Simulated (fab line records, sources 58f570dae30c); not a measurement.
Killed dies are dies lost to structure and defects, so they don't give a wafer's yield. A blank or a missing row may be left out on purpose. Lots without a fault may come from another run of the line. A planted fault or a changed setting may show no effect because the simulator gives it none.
One fault seen from 2 desks | flow berkeley_cmos170 | each desk has only its own numbers; what lay behind them comes last

THE TOOL OWNER'S DESK: rie_si-02
The tool's own readings at UCB170_GATE_ETCH_15 (etches poly-Si in HBr/Cl2, stops on SiO2, time 56.3 s, target depth 278.2 nm): means of the sampled wafers that have a number, for each lot that ran on this tool. A lot is out of limits, marked OUT, if its mean lies more than 4 standard deviations from the usual mean; the brackets give that distance.
Columns: A = bias_w at UCB170_GATE_ETCH_15, usual 150.0 W; B = drypump_motor_current_A at UCB170_GATE_ETCH_15, usual 5.8 A; C = mfc_cl2_sccm at UCB170_GATE_ETCH_15, usual 49.98 sccm; D = oes_product_au at UCB170_GATE_ETCH_15, usual 0.832 a.u.; E = throttle_valve_pct at UCB170_GATE_ETCH_15, usual 26.51 %
lot  | first seen here | A                       | B   | C     | D     | E
L295 | day 6 18:34     | 150.3                   | 5.5 | 50.05 | 0.835 | 26.37
L300 | day 7 16:41     | 150.0                   | 6.1 | 50.24 | 0.834 | 26.42
L305 | day 9 00:52     | 232.1 (+99 or more) OUT | 5.9 | 49.98 | 0.839 | 26.45
L307 | day 9 12:45     | 232.0 (+99 or more) OUT | 5.8 | 49.97 | 0.826 | 26.44
This desk's finding: out of limits on L305, L307; first on L305, day 9 00:52 (bias_w at UCB170_GATE_ETCH_15). In limits: L295, L300.

THE METROLOGY DESK
What the gauges read, lot by lot, whatever tool the lot ran on: means of the sampled wafers that have a number. A lot is out of limits, marked OUT, if its mean lies more than 4 standard deviations from the usual mean; the brackets give that distance.
Columns: A = GATE_POLY_THK at UCB170_GATE_THK_MEAS_05, usual 213.7 nm; B = cd_nm at UCB170_GATE_CD_MEAS_12, usual 349.7 nm; C = GATE_OVL at UCB170_GATE_OVL_MEAS_13, usual 0 nm
lot  | first seen here | A     | B     | C
L292 | day 6 00:48     | 209.5 | 350.6 | 3
L295 | day 6 17:04     | 215.4 | 349.6 | 2
L300 | day 7 15:14     | 215.3 | 349.9 | -1
L305 | day 8 22:59     | 216.2 | 348.3 | -5
L307 | day 9 11:19     | 210.5 | 349.7 | -4
L308 | day 9 11:19     | 209.3 | 350.4 | 3
This desk's finding: nothing out of limits on any of the 6 lots.

PUT TOGETHER
The tool owner's desk could have raised an alarm at day 9 00:52, on L305, L307.
The metrology desk saw nothing out of limits.
The metrology desk has L305, L307 on record, within its limits.
Of the lots named, all ran UCB170_GATE_ETCH_15 on rie_si-02.

WHAT THE SIMULATOR HAD PUT IN
Process parameter drift: rie_si-02, from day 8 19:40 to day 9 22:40, at UCB170_GATE_ETCH_15. Setting bias_w, moved by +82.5, from 150.
Lots struck among those shown: L305, L307.
Hours from the fault's start to each desk's first reading out of limits: the tool owner's desk, 5.
